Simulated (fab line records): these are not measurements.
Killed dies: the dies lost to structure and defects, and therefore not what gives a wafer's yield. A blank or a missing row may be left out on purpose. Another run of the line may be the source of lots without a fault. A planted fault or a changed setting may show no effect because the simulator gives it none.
Matching of chambers | flow ritCmos | RIT_ACTIVE_ETCH_13 on rieDiel-02 has 4 sister chambers
The step etches Si3N4 in SF6, stops on SiO2, time 210 s, target depth 210 nm. 14 wafers are shown with their chamber, then 7 later ones without.

WAFERS PAIRED WITH THEIR CHAMBERS
wafer  | chamber | throttleValvePct (%) | drypumpMotorCurrentA (A) | oesProductAu (a.u.)
L338.1 | 1       | 7.40                 | 4.8                      | 0.810
L338.3 | 2       | 7.25                 | 5.4                      | 0.833
L338.6 | 1       | 7.40                 | 4.9                      | 0.808
L341.2 | 2       | 7.26                 | 5.3                      | 0.834
L341.4 | 3       | 7.64                 | 6.3                      | 0.789
L341.6 | 0       | 7.55                 | 6.2                      | 0.839
L344.1 | 3       | 7.63                 | 6.3                      | 0.807
L344.3 | 1       | 7.42                 | 4.9                      | 0.819
L344.4 | 0       | 7.57                 | 6.3                      | 0.840
L345.1 | 1       | 7.41                 | 4.8                      | 0.815
L345.2 | 2       | 7.24                 | 5.3                      | 0.841
L345.3 | 3       | 7.65                 | 6.3                      | 0.795
L353.1 | 1       | 7.40                 | 4.8                      | 0.817
L353.2 | 2       | 7.24                 | 5.3                      | 0.842

SIGNATURES, as means of the wafers listed above
reading              | chamber 0 | chamber 1 | chamber 2 | chamber 3 | scatter within a chamber
throttleValvePct     | 7.5600    | 7.4060    | 7.2475    | 7.6400    | 0.00997
drypumpMotorCurrentA | 6.250     | 4.840     | 5.325     | 6.300     | 0.0495
oesProductAu         | 0.83950   | 0.81380   | 0.83750   | 0.79700   | 0.00566
Rule: distance of a wafer from a chamber = root of the sum over the readings of ((wafer's reading minus chamber's mean) / reading's scatter) squared. The wafer belongs to the nearest chamber; if the next one is less than 2 further off, it can't be placed. How the scatter is found: for the shown wafers, subtract from each reading the mean of its chamber, square and add these, divide the total by (wafers less chambers), then take the root.

WAFERS WHOSE CHAMBER IS MISSING
wafer  | throttleValvePct (%) | drypumpMotorCurrentA (A) | oesProductAu (a.u.)
L353.3 | 7.57                 | 6.3                      | 0.829
L354.3 | 7.64                 | 6.3                      | 0.795
L354.5 | 7.64                 | 6.3                      | 0.804
L354.6 | 7.56                 | 6.3                      | 0.832
L355.1 | 7.64                 | 6.3                      | 0.786
L355.3 | 7.24                 | 5.4                      | 0.833
L355.5 | 7.40                 | 4.8                      | 0.816

CHAMBER TAKEN BY EACH
wafer  | from the rows above | in truth
L353.3 | 0                   | 0
L354.3 | 3                   | 3
L354.5 | 3                   | 3
L354.6 | 0                   | 0
L355.1 | 3                   | 3
L355.3 | 2                   | 2
L355.5 | 1                   | 1
Placed correctly: 7 of 7. Number that these rows cannot place: 0. Wrongly placed: 0.
